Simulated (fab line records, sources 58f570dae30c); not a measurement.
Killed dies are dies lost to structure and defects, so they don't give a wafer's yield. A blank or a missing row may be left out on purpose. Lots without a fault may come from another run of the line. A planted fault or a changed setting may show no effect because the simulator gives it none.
Which tool did it? | flow berkeley_cmos170 | 7 lots, 21 wafers sampled, at 2 steps of a route of 331

WHAT THE GAUGES READ, wafer by wafer
UCB170_V1_CD_MEAS_12: target cd 700 nm.
lot  | measured     | on        | cd_nm (nm)
L599 | day 8 21:31  | cd_sem-02 | 700.7 701.1 699.8
L602 | day 9 19:33  | cd_sem-02 | 700.5 701.1 701.5
L603 | day 9 22:42  | cd_sem-01 | 700.1 698.2 698.5
L606 | day 10 14:19 | cd_sem-01 | 699.0 699.1 699.6
L607 | day 10 23:51 | cd_sem-02 | 699.8 698.2 699.8
L615 | day 12 20:05 | cd_sem-01 | 700.7 700.4 700.5
L617 | day 13 12:25 | cd_sem-01 | 700.9 701.1 699.9

WHICH TOOL RAN EACH LOT (tool, then ch and the chambers of the sampled wafers, then the start)
lot  | UCB170_M1_SPUTTER_00
L599 | pvd_sputter-04, day 8 12:39
L602 | pvd_sputter-02, day 9 13:44
L603 | pvd_sputter-01, day 9 16:11
L606 | pvd_sputter-02, day 10 08:25
L607 | pvd_sputter-01, day 10 18:10
L615 | pvd_sputter-04, day 12 12:35
L617 | pvd_sputter-02, day 13 06:51
- UCB170_M1_SPUTTER_00: material Al, target thk 600 nm, time 80 s.

THE ANSWER, worked out from the rows above alone
Rule: what is usual is taken from the lots themselves. Put in order of their means at a reading, lots are off if they are a third of the lots or fewer, leave a main group of 4 or more, and stand apart from it by a gap of 3 or more times the standard deviation of the main group's means; of several such gaps the widest counts. A main group whose means are all the same, to the digits that the tables above print for the reading, isn't used. A lot without any number at a reading at which 4 lots or more have one is off too. The other lots that the step has rows for count as sound.
No lot is off at any reading shown: from this, nothing can be told.

WHAT THE SIMULATOR HAD PUT IN
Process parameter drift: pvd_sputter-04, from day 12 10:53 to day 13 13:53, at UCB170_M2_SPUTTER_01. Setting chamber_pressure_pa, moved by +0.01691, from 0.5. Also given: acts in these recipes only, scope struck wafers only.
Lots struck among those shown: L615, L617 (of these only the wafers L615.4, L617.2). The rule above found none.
